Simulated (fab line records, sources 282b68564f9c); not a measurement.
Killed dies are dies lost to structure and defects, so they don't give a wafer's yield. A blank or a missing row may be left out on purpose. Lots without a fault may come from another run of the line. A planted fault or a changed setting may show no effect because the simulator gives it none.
Split-lot experiment | flow rit_cmos | 5 lots, 23 wafers read, on a route of 202 steps

THE SPLIT
At RIT_NWELL_COAT_01 (resist thk 1300 nm), the setting resist_thk_nm was moved away from the recipe's 1300 nm on 5 of the 23 wafers read, by -3.1% to -2.2%. The other wafers ran this setting at the recipe's value.

FROM THE SPLIT TO THE READING: what the file shows between them, 3 steps
- RIT_NWELL_SOFTBAKE_02: time 60 s
- RIT_NWELL_EXPOSE_03: exposes mask M2, target cd 43900 nm
- RIT_NWELL_DEVELOP_05: develop time 68 s

THE READING
NOVOLAK_of_NWELL_COAT_01.thk_nm (the simulator's own value, which no gauge read), in nm, at RIT_NWELL_HARDBAKE_07 (time 120 s). The file gives no usual value for it. The 18 wafers here that ran the recipe average 1141 nm, standard deviation 2.5 nm.

wafer  | tool, chamber at the split | resist_thk_nm as run, nm | against the recipe | NOVOLAK_of_NWELL_COAT_01.thk_nm, nm | against lot-mates on the recipe
L076.1 | litho_track-03, 0          | 1300                     | recipe             | 1145                                | -
L076.4 | litho_track-03, 0          | 1300                     | recipe             | 1145                                | -
L076.2 | litho_track-03, 0          | 1300                     | recipe             | 1144                                | -
L076.6 | litho_track-03, 0          | 1300                     | recipe             | 1144                                | -
L076.5 | litho_track-03, 0          | 1300                     | recipe             | 1143                                | -
L077.1 | litho_track-03, 0          | 1272                     | -2.2%              | 1115                                | -23
L077.2 | litho_track-03, 0          | 1300                     | recipe             | 1137                                | -
L077.3 | litho_track-03, 0          | 1300                     | recipe             | 1138                                | -
L077.6 | litho_track-03, 0          | 1300                     | recipe             | 1138                                | -
L077.5 | litho_track-03, 0          | 1272                     | -2.2%              | 1118                                | -20
L078.2 | litho_track-03, 0          | 1300                     | recipe             | 1142                                | -
L078.3 | litho_track-03, 0          | 1300                     | recipe             | 1140                                | -
L078.4 | litho_track-03, 0          | 1260                     | -3.1%              | 1111                                | -30
L078.5 | litho_track-03, 0          | 1260                     | -3.1%              | 1104                                | -37
L078.6 | litho_track-03, 0          | 1260                     | -3.1%              | 1110                                | -31
L080.2 | litho_track-02, 0          | 1300                     | recipe             | 1143                                | -
L080.3 | litho_track-02, 0          | 1300                     | recipe             | 1141                                | -
L080.5 | litho_track-02, 0          | 1300                     | recipe             | 1140                                | -
L081.1 | litho_track-01, 0          | 1300                     | recipe             | 1139                                | -
L081.4 | litho_track-01, 0          | 1300                     | recipe             | 1139                                | -
L081.2 | litho_track-01, 0          | 1300                     | recipe             | 1138                                | -
L081.3 | litho_track-01, 0          | 1300                     | recipe             | 1141                                | -
L081.5 | litho_track-01, 0          | 1300                     | recipe             | 1140                                | -

THE FIT
A straight line over all 23 wafers: NOVOLAK_of_NWELL_COAT_01.thk_nm changes by +10.8 nm for each +1% of resist_thk_nm; r = +0.98; the points scatter about the line by 2.7 nm.
The same after taking each lot's own level away (the mean of its wafers on the recipe; 23 wafers): +10.4 nm for each +1%; r = +0.99; scatter 1.6 nm.
On that fit, the largest move of resist_thk_nm shifts the reading by 32 nm.
The lots' own levels span 1137.7 to 1144.2 nm, that is 2.6 times the standard deviation above.
So the lot-to-lot level changes the slope little: the two slopes agree.
Check: with one of the wafers moved furthest among these (-3.1%) left out of the fit, the line predicts -32.8 nm for it against its lot-mates. It came out at -30 nm against them.

THE WHOLE CHAIN: every reading that the file lists as answering this split, in the file's order
step                  | what it does       | reading                                                                          | change (the file's fit)              | r (the file's)
RIT_NWELL_COAT_01     | resist thk 1300 nm | NOVOLAK_of_NWELL_COAT_01.thk_nm (the simulator's own value, which no gauge read) | +12.1 nm for each +1% of the setting | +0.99
RIT_NWELL_HARDBAKE_07 | time 120 s         | NOVOLAK_of_NWELL_COAT_01.thk_nm (the simulator's own value, which no gauge read) | +10.4 nm for each +1% of the setting | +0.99

THE FILE'S OWN FIT
NOVOLAK_of_NWELL_COAT_01.thk_nm changes by +10.4 nm for each +1% of resist_thk_nm, r = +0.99.
